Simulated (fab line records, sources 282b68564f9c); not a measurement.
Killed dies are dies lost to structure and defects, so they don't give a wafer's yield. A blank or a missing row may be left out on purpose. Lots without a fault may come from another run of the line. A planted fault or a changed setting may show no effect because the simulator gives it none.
fab line records | flow rit_cmos
record lots=5 wafers=27
route steps=202 shown GATE@91 SILICIDE@162 M1@192
start_h: hours from the record's first day to the start of the lot's first wafer shown | wait_h: hours since the lot's step before | " the same as in the row above | L1.1+2: a row that stands for several wafers | - no value, or no start given | * or withheld: withheld | < > ~ a bound
route shown NAME@n: a module of which the file shows steps, and the number in the route of the first | usual: mean/standard deviation of fault-free wafers | same: alike in all rows | chamber/n: place in a boat | sites: the reading at each site | _std_site: their standard deviation | _edge_site: outer sites' mean less inner sites' | radius_mm: how far each site lies from the wafer's centre | mask NAME#n: copy n | behind: the tool/chamber that last shaped the wafer | hold: why the lot was held/for how many hours/how that ended | device: the transistor (n, p or np) that didn't switch | end of line: the same wafers' tests at the end of the route | a step without rows: its recipe alone | killed: dies lost to structure and defects at the first sort, not the wafer's yield | map: a wafer's dies, x killed, . not, _ none there
set.NAME: the setting as run; set.NAME@STEP: as run at that earlier step | model.NAME: the simulator's own value behind a step, which no gauge read
lots whose settings were changed on purpose; a table a step, a row a wafer
## steps
# step RIT_GATE_DEVELOP_15
# recipe resist=NOVOLAK develop_time_s=50 dev_temp_c=23
# columns lot.wafer tool chamber start_h wait_h set.develop_time_s
L076.1+4+6 litho_track-03 0 - - 50
L076.2+3+5 " 0 " " 59.42
L078.1+2+6 litho_track-03 0 - - 50
L081.1+2+6 litho_track-03 0 - - 36.03
L081.3+4+5 " 0 " " 50
L083.1+2+3+4+5+6 litho_track-04 0 - - 50
L085.1+2+5 litho_track-04 0 - - 50
L085.3+4+6 " 0 " " 25.7
# step RIT_SILICIDE_SPUTTER_01
# recipe material=Ti target_thk_nm=30 power_w=350 chamber_pressure_pa=0.667 gas=Ar time_s=240 substrate_temp_c=25
# columns lot.wafer tool chamber start_h wait_h set.time_s model.Ti_of_SILICIDE_SPUTTER_01.thk_nm
L076.1 pvd_sputter-03 - 65.11 0.0 240 29.79
L076.2 " - " " 299 38.09
L076.3 " - " " 240 30.3
L076.4 " - " " 299 38.01
L076.5 " - " " 299 37.46
L076.6 " - " " 240 30.61
L078.1 pvd_sputter-03 - 73.94 0.0 240 30.47
L078.2 " - " " 240 30.45
L078.6 " - " " 240 29.58
L083.1 pvd_sputter-03 - 97.49 0.0 140.8 17.88
L083.2 " - " " 240 29.76
L083.3 " - " " 240 30.48
L083.4 " - " " 140.8 17.71
L083.5 " - " " 140.8 17.31
L083.6 " - " " 240 30.53
L081.1 pvd_sputter-02 - 104.25 0.0 240 30.14
L081.2 " - " " 356.3 44.39
L081.3 " - " " 356.3 45
L081.4 " - " " 240 30.31
L081.5 " - " " 356.3 45.02
L081.6 " - " " 240 30
L085.1 pvd_sputter-02 - 109.68 0.0 240 30.23
L085.2 " - " " 284.3 35.84
L085.3 " - " " 240 30.14
L085.4 " - " " 284.3 35.57
L085.5 " - " " 240 29.98
L085.6 " - " " 284.3 35.76
# step RIT_SILICIDE_RS_MEAS_02
# recipe thk_meas_gauge=four-point-probe reads=Ti_of_SILICIDE_SPUTTER_01
# usual SILICIDE_TI_RS=47.4/0.8
# columns lot.wafer tool chamber start_h wait_h set.time_s@SILICIDE_SPUTTER_01 SILICIDE_TI_RS[ohm/sq]
L076.1 film_metro-02 - 65.26 0.1 240 48.3
L076.2 " - " " 299 35.5
L076.3 " - " " 240 47.3
L076.4 " - " " 299 35.7
L076.5 " - " " 299 36.4
L076.6 " - " " 240 46.7
L078.1 film_metro-03 - 74.09 0.1 240 47.0
L078.2 " - " " 240 47.0
L078.6 " - " " 240 48.6
L083.1 film_metro-03 - 97.64 0.1 140.8 92.3
L083.2 " - " " 240 48.3
L083.3 " - " " 240 46.9
L083.4 " - " " 140.8 93.5
L083.5 " - " " 140.8 96.5
L083.6 " - " " 240 46.9
L081.1 film_metro-04 - 104.40 0.1 240 47.6
L081.2 " - " " 356.3 29.4
L081.3 " - " " 356.3 29.0
L081.4 " - " " 240 47.2
L081.5 " - " " 356.3 28.9
L081.6 " - " " 240 47.8
L085.1 film_metro-04 - 109.83 0.1 240 47.4
L085.2 " - " " 284.3 38.4
L085.3 " - " " 240 47.6
L085.4 " - " " 284.3 38.7
L085.5 " - " " 240 47.9
L085.6 " - " " 284.3 38.4
# step RIT_SILICIDE_THK_MEAS_03
# recipe thk_meas_gauge=xrf reads=Ti_of_SILICIDE_SPUTTER_01
# usual SILICIDE_TI_THK=30.2/0.44
# columns lot.wafer tool chamber start_h wait_h set.time_s@SILICIDE_SPUTTER_01 SILICIDE_TI_THK[nm]
L076.1 film_metro-02 - 65.38 0.1 240 29.9
L076.2 " - " " 299 38.1
L076.3 " - " " 240 30.4
L076.4 " - " " 299 38.2
L076.5 " - " " 299 37.8
L076.6 " - " " 240 30.8
L078.1 film_metro-03 - 74.21 0.1 240 30.2
L078.2 " - " " 240 30.2
L078.6 " - " " 240 29.3
L083.1 film_metro-03 - 97.76 0.1 140.8 17.8
L083.2 " - " " 240 29.5
L083.3 " - " " 240 30.3
L083.4 " - " " 140.8 17.6
L083.5 " - " " 140.8 17.3
L083.6 " - " " 240 30.5
L081.1 film_metro-04 - 104.52 0.1 240 30.3
L081.2 " - " " 356.3 44.6
L081.3 " - " " 356.3 45.2
L081.4 " - " " 240 30.4
L081.5 " - " " 356.3 45.0
L081.6 " - " " 240 30.2
L085.1 film_metro-04 - 109.95 0.1 240 30.4
L085.2 " - " " 284.3 36.0
L085.3 " - " " 240 30.4
L085.4 " - " " 284.3 35.8
L085.5 " - " " 240 30.1
L085.6 " - " " 284.3 35.8
# step RIT_M1_DEVELOP_08
# recipe resist=NOVOLAK develop_time_s=68 dev_temp_c=23
# columns lot.wafer tool chamber start_h wait_h set.develop_time_s
L076.1+2+3 litho_track-02 0 - - 41.72
L076.4+5+6 " 0 " " 68
L078.1+2+6 litho_track-03 0 - - 68
L083.1+3+5 litho_track-01 0 - - 50.63
L083.2+4+6 " 0 " " 68
L081.1+3+5 litho_track-01 0 - - 31.79
L081.2+4+6 " 0 " " 68
L085.1+2+3+4+5+6 litho_track-03 0 - - 68
# step RIT_M1_CD_MEAS_09
# recipe target_cd_nm=2600
# usual cd_nm=2599.9/2.4
# columns lot.wafer tool chamber start_h wait_h set.develop_time_s@M1_DEVELOP_08 cd_nm
L076.1 cd_sem-01 - 69.70 - 41.72 2649.9
L076.2 " - " " 41.72 2648.1
L076.3 " - " " 41.72 2652.2
L076.4 " - " " 68 2602.0
L076.5 " - " " 68 2601.4
L076.6 " - " " 68 2601.9
L078.1 cd_sem-01 - 78.21 - 68 2594.6
L078.2 " - " " 68 2597.2
L078.6 " - " " 68 2600.8
L083.1 cd_sem-01 - 101.58 - 50.63 2627.2
L083.2 " - " " 68 2600.1
L083.3 " - " " 50.63 2627.2
L083.4 " - " " 68 2599.9
L083.5 " - " " 50.63 2626.9
L083.6 " - " " 68 2599.2
L081.1 cd_sem-01 - 108.33 - 31.79 2680.9
L081.2 " - " " 68 2601.6
L081.3 " - " " 31.79 2680.3
L081.4 " - " " 68 2599.0
L081.5 " - " " 31.79 2679.4
L081.6 " - " " 68 2599.4
L085.1 cd_sem-02 - 114.04 - 68 2597.9
L085.2 " - " " 68 2597.8
L085.3 " - " " 68 2598.1
L085.4 " - " " 68 2598.7
L085.5 " - " " 68 2596.9
L085.6 " - " " 68 2596.1
# step RIT_M1_HARDBAKE_11
# recipe resist=NOVOLAK temp_c=140 time_s=120
# step RIT_M1_METAL_ETCH_12
# recipe stop_on=SiO2 chemistry=Cl2/BCl3 target=Al time_s=165 over_etch_frac=0.5 pressure_mtorr=100 target_depth_a=6000 rf_w=250 Cl2_flow_sccm=60 bcl3_flow_sccm=50
# columns lot.wafer tool chamber start_h wait_h set.develop_time_s@M1_DEVELOP_08 model.M1.cd_nm
L076.1 rie_metal-02 0 70.10 0.2 41.72 2648
L076.2 " 1 " " 41.72 2647
L076.3 " 0 " " 41.72 2649
L076.4+6 " 1,0 " " 68 2599
L076.5 " 1 " " 68 2600
L078.1 rie_metal-04 0 78.62 0.2 68 2596
L078.2 " 1 " " 68 2602
L078.6 " 0 " " 68 2601
L083.1+3 rie_metal-02 0,1 101.98 0.2 50.63 2625
L083.2+4+6 " 1,0,1 " " 68 2596
L083.5 " 0 " " 50.63 2623
L081.1+3 rie_metal-03 1 108.98 0.2 31.79 2679
L081.2 " 0 " " 68 2600
L081.4 " 0 " " 68 2596
L081.5 " 0 " " 31.79 2677
L081.6 " 1 " " 68 2599
L085.1+2+3+6 rie_metal-02 0,1,1,1 114.44 0.2 68 2595
L085.4+5 " 0 " " 68 2594
# step RIT_M1_STRIP_13
# recipe chemistry=nmp resist=NOVOLAK temp_c=80 time_s=600 dry=n2_spin
# step RIT_M1_STRIP_14
# recipe chemistry=O2 time_s=180 platen_temp_c=withheld power_w=500 pressure_mtorr=4000 o2_flow_sccm=4000
# step RIT_M1_CD_MEAS_90
# recipe target_cd_nm=2600
# usual cd_nm=2599/3.5
# columns lot.wafer tool chamber start_h wait_h set.develop_time_s@M1_DEVELOP_08 cd_nm
L076.1 cd_sem-01 - 70.62 0.1 41.72 2648
L076.2 " - " " 41.72 2647
L076.3 " - " " 41.72 2649
L076.4 " - " " 68 2599
L076.5 " - " " 68 2600
L076.6 " - " " 68 2599
L078.1 cd_sem-01 - 79.13 0.1 68 2596
L078.2 " - " " 68 2602
L078.6 " - " " 68 2601
L083.1 cd_sem-02 - 102.49 0.1 50.63 2625
L083.2 " - " " 68 2596
L083.3 " - " " 50.63 2625
L083.4 " - " " 68 2596
L083.5 " - " " 50.63 2623
L083.6 " - " " 68 2595
L081.1 cd_sem-01 - 109.50 0.1 31.79 2679
L081.2 " - " " 68 2600
L081.3 " - " " 31.79 2679
L081.4 " - " " 68 2597
L081.5 " - " " 31.79 2677
L081.6 " - " " 68 2599
L085.1 cd_sem-02 - 114.95 0.1 68 2595
L085.2 " - " " 68 2594
L085.3 " - " " 68 2595
L085.4 " - " " 68 2595
L085.5 " - " " 68 2594
L085.6 " - " " 68 2595
# step RIT_M1_ANNEAL_15
# recipe temp_c=450 time_s=1800 ambient=forming_gas_H2N2
# step RIT_M1_PROBE_99
# usual killed_at_contacts=0.1/0.25 killed_at_front_end=7/3.3 killed_dies=7/3.3 killed_open=3.1/2 killed_short=3.8/2.3
# same gross_dies=264 killed_at_M0_to_M3=0 killed_at_M4_up=0 killed_at_back_side=0 killed_at_other=0
# columns lot.wafer tool chamber start_h wait_h set.develop_time_s@GATE_DEVELOP_15 killed_at_contacts killed_at_front_end killed_dies killed_open killed_short model.etest.pmos_0p3.r_on_ohm_um model.etest.pmos_0p15.r_on_ohm_um model.etest.pmos_turned.r_on_ohm_um model.etest.nmos_0p15.r_on_ohm_um model.etest.nmos_0p3.r_on_ohm_um model.etest.nmos_0p15.drive_ua_um model.etest.ppoly_line.width_nm model.etest.npoly_line.width_nm
L076.1 prober-01 - 72.36 0.1 50 0 5 5 2 3 6350 2668 3292 1075 2119 471.3 103.2 102.2
L076.2 prober-01 - 72.41 0.1 59.42 1 199 200 2 3 5625 2035 2654 927.9 1975 633.4 69.35 68.79
L076.3 prober-01 - 72.46 0.2 59.42 0 175 175 2 1 5492 2009 2661 912 1925 637 75.19 74.38
L076.4 prober-01 - 72.51 0.2 50 0 16 16 10 6 6238 2712 3298 1103 2167 474.7 97.92 97.34
L076.5 prober-01 - 72.56 0.2 59.42 0 159 159 2 3 5676 2121 2755 950.2 1976 614.9 69.92 69.78
L076.6 prober-01 - 72.61 0.2 50 0 4 4 1 3 6154 2620 3228 1088 2133 487.1 101.6 100.3
L078.1 prober-01 - 80.87 0.1 50 0 8 8 4 4 6205 2819 3529 1107 2102 468.4 104.7 103.6
L078.2 prober-01 - 80.92 0.1 50 0 10 10 6 4 6164 2748 3418 1096 2091 480.9 102.1 101.6
L078.6 prober-01 - 81.12 0.2 50 0 10 10 5 4 6105 2690 3352 1068 2071 482.4 102.8 102.2
L083.1 prober-01 - 104.23 0.1 50 0 11 11 5 6 6181 2814 3490 1164 2161 478.2 111.6 110.8
L083.2 prober-01 - 104.28 0.1 50 1 7 8 3 5 6169 2742 3434 1144 2155 482.1 104.4 103.6
L083.3 prober-01 - 104.33 0.2 50 0 4 4 1 3 6275 2730 3457 1108 2134 485.9 103 102.3
L083.4 prober-01 - 104.38 0.2 50 0 5 5 1 4 6252 2800 3540 1132 2162 472.3 114.7 113.5
L083.5 prober-01 - 104.43 0.2 50 0 7 7 5 2 6092 2710 3367 1108 2114 493.9 111.9 111.1
L083.6 prober-01 - 104.48 0.2 50 0 6 6 3 3 6115 2742 3368 1133 2136 477.8 102 100.6
L081.1 prober-02 - 111.24 0.1 36.03 0 264 264 6 2 7558 4238 4879 1543 2525 320 166.1 164.4
L081.2 prober-02 - 111.29 0.1 36.03 0 264 264 0 2 7800 4372 5091 1598 2578 310.1 166.9 166.1
L081.3 prober-02 - 111.34 0.2 50 0 4 4 3 1 6474 2989 3752 1161 2177 453.8 108.4 107.3
L081.4 prober-02 - 111.39 0.2 50 0 2 2 2 0 6357 2957 3699 1127 2148 453 106 105.3
L081.5 prober-02 - 111.44 0.2 50 0 5 5 3 2 6421 3076 3808 1236 2231 445.1 98.54 97.79
L081.6 prober-02 - 111.49 0.2 36.03 0 264 264 2 4 7544 4237 4895 1519 2512 318.6 169.3 169.6
L085.1 prober-02 - 116.69 0.1 50 0 5 5 2 3 6331 2883 3628 1147 2150 467.4 103.3 101.5
L085.2 prober-02 - 116.74 0.1 50 0 3 3 2 1 6488 3026 3820 1166 2187 446.3 107.6 105.9
L085.3 prober-02 - 116.79 0.2 25.7 0 264 264 3 4 9334 5874 6620 2038 3035 241.9 237.4 235.4
L085.4 prober-02 - 116.84 0.2 25.7 0 264 264 3 1 9277 5817 6586 1999 3034 238.5 234.6 234.3
L085.5 prober-02 - 116.89 0.2 50 0 6 6 3 2 6395 2905 3646 1146 2164 464.6 103.2 102.4
L085.6 prober-02 - 116.94 0.2 25.7 0 264 264 4 7 9525 5966 6713 2070 3091 233.4 230.1 229.2
# killed by level:class
L076.1 SPACER:geometric_particle:short=2 GATE:geometric_particle:open=1 GATE:geometric_particle:short=1 SPACER:geometric_particle:open=1
L076.2 GATE:area_develop=195 FOX2:geometric_particle:short=1 GATE:geometric_particle:open=1 GATE:geometric_particle:short=1 SPACER:geometric_particle:short=1 CONTACT:geometric_particle:open=1
L076.3 GATE:area_develop=172 REOX:geometric_particle:open=1 REOX:geometric_particle:short=1 SPACER:geometric_particle:open=1
L076.4 GATE:geometric_particle:open=9 GATE:geometric_particle:short=3 FOX2:geometric_particle:short=1 SILICIDE:geometric_particle:short=1 SPACER:geometric_particle:short=1 SILICIDE:geometric_particle:open=1
L076.5 GATE:area_develop=154 GATE:geometric_particle:open=2 FOX2:geometric_particle:short=1 GATE:geometric_particle:short=1 SPACER:geometric_particle:short=1
L076.6 SPACER:geometric_particle:short=2 GATE:geometric_particle:short=1 REOX:geometric_particle:open=1
L078.1 GATE:geometric_particle:open=3 FOX1:geometric_particle:short=1 GATE:geometric_particle:short=1 REOX:geometric_particle:short=1 SILICIDE:geometric_particle:open=1 SILICIDE:geometric_particle:short=1
L078.2 FOX2:geometric_particle:open=3 GATE:geometric_particle:short=2 FOX2:geometric_particle:short=1 GATE:geometric_particle:open=1 REOX:geometric_particle:short=1 REOX:geometric_particle:open=1 SPACER:geometric_particle:open=1
L078.6 GATE:geometric_particle:short=4 GATE:geometric_particle:open=4 SILICIDE:geometric_particle:open=1 NRETRO:coat_microbubble_printed=1
L083.1 GATE:geometric_particle:open=2 ACTIVE:geometric_particle:short=1 FOX1:geometric_particle:short=1 FOX2:geometric_particle:short=1 GATE:geometric_particle:short=1 REOX:geometric_particle:short=1 REOX:geometric_particle:open=1 SPACER:geometric_particle:open=1
L083.2 GATE:geometric_particle:short=2 REOX:geometric_particle:short=2 FOX1:geometric_particle:open=1 SPACER:geometric_particle:open=1 REOX:geometric_particle:open=1 CONTACT:geometric_particle:short=1
L083.3 GATE:geometric_particle:short=3 GATE:geometric_particle:open=1
L083.4 GATE:geometric_particle:short=3 GATE:geometric_particle:open=1 SILICIDE:geometric_particle:short=1
L083.5 GATE:geometric_particle:open=2 SPACER:geometric_particle:open=2 GATE:geometric_particle:short=1 SILICIDE:geometric_particle:short=1 SILICIDE:geometric_particle:open=1
L083.6 GATE:geometric_particle:short=2 REOX:geometric_particle:open=2 FOX2:geometric_particle:short=1 GATE:geometric_particle:open=1
L081.1 GATE:area_develop=256 GATE:geometric_particle:open=2 SILICIDE:geometric_particle:short=2 SILICIDE:geometric_particle:open=2 REOX:geometric_particle:open=1 SPACER:geometric_particle:open=1
L081.2 GATE:area_develop=262 GATE:geometric_particle:short=2
L081.3 FOX2:geometric_particle:open=2 GATE:geometric_particle:short=1 GATE:geometric_particle:open=1
L081.4 GATE:geometric_particle:open=2
L081.5 GATE:geometric_particle:open=2 GATE:geometric_particle:short=1 SILICIDE:geometric_particle:open=1 SILICIDE:geometric_particle:short=1
L081.6 GATE:area_develop=258 GATE:geometric_particle:short=2 FOX1:geometric_particle:open=1 FOX1:geometric_particle:short=1 GATE:geometric_particle:open=1 REOX:geometric_particle:short=1
L085.1 FOX1:geometric_particle:open=1 FOX2:geometric_particle:short=1 GATE:geometric_particle:short=1 GATE:geometric_particle:open=1 REOX:geometric_particle:short=1
L085.2 FOX1:geometric_particle:short=1 FOX1:geometric_particle:open=1 GATE:geometric_particle:open=1
L085.3 GATE:area_develop=257 GATE:geometric_particle:open=2 SPACER:geometric_particle:short=2 FOX2:geometric_particle:short=1 REOX:geometric_particle:open=1 SILICIDE:geometric_particle:short=1
L085.4 GATE:area_develop=260 FOX1:geometric_particle:open=1 GATE:geometric_particle:open=1 GATE:geometric_particle:short=1 REOX:geometric_particle:open=1
L085.5 REOX:geometric_particle:open=2 FOX1:geometric_particle:short=1 SPACER:geometric_particle:short=1 SPACER:geometric_particle:open=1 PSD:coat_microbubble_printed=1
L085.6 GATE:area_develop=253 SPACER:geometric_particle:short=3 FOX2:geometric_particle:open=2 GATE:geometric_particle:short=2 FOX2:geometric_particle:short=1 GATE:geometric_particle:open=1 SILICIDE:geometric_particle:open=1 SILICIDE:geometric_particle:short=1
## key
split step=RIT_GATE_DEVELOP_15 setting=develop_time_s stated=50 by=wafer
response step=RIT_M1_PROBE_99 reading=model.etest.pmos_0p3.r_on_ohm_um change=-54.5 per=1% r=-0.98
response step=RIT_M1_PROBE_99 reading=model.etest.pmos_0p15.r_on_ohm_um change=-54.4 per=1% r=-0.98
response step=RIT_M1_PROBE_99 reading=model.etest.pmos_turned.r_on_ohm_um change=-53.6 per=1% r=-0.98
response step=RIT_M1_PROBE_99 reading=model.etest.nmos_0p15.r_on_ohm_um change=-16.1 per=1% r=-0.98
response step=RIT_M1_PROBE_99 reading=model.etest.nmos_0p3.r_on_ohm_um change=-16.1 per=1% r=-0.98
response step=RIT_M1_PROBE_99 reading=model.etest.nmos_0p15.drive_ua_um change=+4.96 per=1% r=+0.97
response step=RIT_M1_PROBE_99 reading=model.etest.ppoly_line.width_nm change=-2.46 per=1% r=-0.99
response step=RIT_M1_PROBE_99 reading=model.etest.npoly_line.width_nm change=-2.46 per=1% r=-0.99
split step=RIT_SILICIDE_SPUTTER_01 setting=time_s stated=240 by=wafer
response step=RIT_SILICIDE_SPUTTER_01 reading=model.Ti_of_SILICIDE_SPUTTER_01.thk_nm change=+0.304 per=1% r=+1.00
response step=RIT_SILICIDE_RS_MEAS_02 reading=SILICIDE_TI_RS change=-0.656 per=1% r=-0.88
response step=RIT_SILICIDE_THK_MEAS_03 reading=SILICIDE_TI_THK change=+0.303 per=1% r=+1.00
split step=RIT_M1_DEVELOP_08 setting=develop_time_s stated=68 by=wafer
response step=RIT_M1_CD_MEAS_09 reading=cd_nm change=-1.37 per=1% r=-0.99
response step=RIT_M1_METAL_ETCH_12 reading=model.M1.cd_nm change=-1.37 per=1% r=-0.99
response step=RIT_M1_CD_MEAS_90 reading=cd_nm change=-1.37 per=1% r=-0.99
